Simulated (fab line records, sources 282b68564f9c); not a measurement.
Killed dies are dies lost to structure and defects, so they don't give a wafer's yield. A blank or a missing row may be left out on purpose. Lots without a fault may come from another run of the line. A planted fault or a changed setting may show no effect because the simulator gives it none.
Which tool did it? | flow rit_cmos | 16 lots, 48 wafers sampled, at 2 steps of a route of 202

WHAT THE GAUGES READ, wafer by wafer
RIT_M1_OVL_MEAS_10.
lot  | measured    | on         | M1_OVL (nm)
L396 | day 3 09:26 | overlay-02 | 2.4 1.5 1.5
L399 | day 3 21:31 | overlay-02 | -0.5 -1.4 -0.8
L401 | day 4 07:52 | overlay-01 | -0.6 -1.8 -1.0
L402 | day 4 11:26 | overlay-02 | -3.0 -0.6 -3.2
L403 | day 4 17:58 | overlay-01 | -3.5 -2.8 -3.1
L404 | day 4 22:18 | overlay-02 | 1.3 2.5 2.9
L405 | day 5 04:32 | overlay-02 | -1.7 -3.9 -1.9
L406 | day 5 08:50 | overlay-02 | -1.6 0.3 0.4
L408 | day 5 17:46 | overlay-01 | 1.0 1.0 0.9
L409 | day 6 00:05 | overlay-02 | -1.0 -3.0 -0.7
L410 | day 6 05:06 | overlay-01 | 805.6 804.8 805.9
L411 | day 6 09:10 | overlay-02 | 810.4 808.2 809.2
L412 | day 6 15:07 | overlay-01 | 1.5 0.8 1.2
L413 | day 6 19:49 | overlay-02 | 808.4 807.6 808.9
L414 | day 7 00:39 | overlay-02 | 803.3 804.7 803.7
L419 | day 8 00:58 | overlay-01 | 0.9 -0.7 0.2

WHICH TOOL RAN EACH LOT (tool, then ch and the chambers of the sampled wafers, then the start)
lot  | RIT_M1_EXPOSE_06
L396 | iline_stepper-02 ch 0, day 3 08:55
L399 | iline_stepper-01 ch 0, day 3 20:58
L401 | iline_stepper-01 ch 0, day 4 07:19
L402 | iline_stepper-01 ch 0, day 4 10:55
L403 | iline_stepper-01 ch 0, day 4 17:26
L404 | iline_stepper-02 ch 0, day 4 21:46
L405 | iline_stepper-01 ch 0, day 5 04:01
L406 | iline_stepper-01 ch 0, day 5 08:17
L408 | iline_stepper-02 ch 0, day 5 17:13
L409 | iline_stepper-01 ch 0, day 5 23:25
L410 | iline_stepper-01 ch 0, day 6 04:33
L411 | iline_stepper-01 ch 0, day 6 08:37
L412 | iline_stepper-02 ch 0, day 6 14:35
L413 | iline_stepper-01 ch 0, day 6 19:17
L414 | iline_stepper-01 ch 0, day 6 23:55
L419 | iline_stepper-02 ch 0, day 8 00:25
- RIT_M1_EXPOSE_06: exposes mask M12, target cd 2600 nm.

WHAT THE TOOLS THEMSELVES READ (means of the sampled wafers that have a number; where no wafer has one, the mark that the record gives instead)
The record holds no such reading with a usual standard deviation.

THE ANSWER, worked out from the rows above alone
Rule: what is usual is taken from the lots themselves. Put in order of their means at a reading, lots are off if they are a third of the lots or fewer, leave a main group of 4 or more, and stand apart from it by a gap of 3 or more times the standard deviation of the main group's means; of several such gaps the widest counts. A main group whose means are all the same, to the digits that the tables above print for the reading, isn't used. A lot without any number at a reading at which 4 lots or more have one is off too. The other lots that the step has rows for count as sound. The gauges are gone through in route order, then the tools' own readings, and for those a lot's mean is taken as printed above. The first step at which some lot is off is used, and at that step the reading that is off furthest; a lot without a number counts as furthest.
Off: L410, L411, L413, L414, at RIT_M1_OVL_MEAS_10 (M1_OVL). The main group: mean -0.5 nm, standard deviation 1.7.
A tool fits if, at a process step before that reading, it ran every lot that is off, and no sound lot after the first of them. The gauges at RIT_M1_OVL_MEAS_10 are tried like those tools. One fits: iline_stepper-01 at RIT_M1_EXPOSE_06. Its last sound lot is L409 (day 5 23:25), its first lot that is off L410 (day 6 04:33): a fault that began between those two fits.

WHAT THE SIMULATOR HAD PUT IN
Scanner matching overlay: iline_stepper-01, from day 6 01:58 on, at RIT_M1_EXPOSE_06. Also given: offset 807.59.
Lots struck among those shown: L410, L411, L413, L414. The rule above found the same.
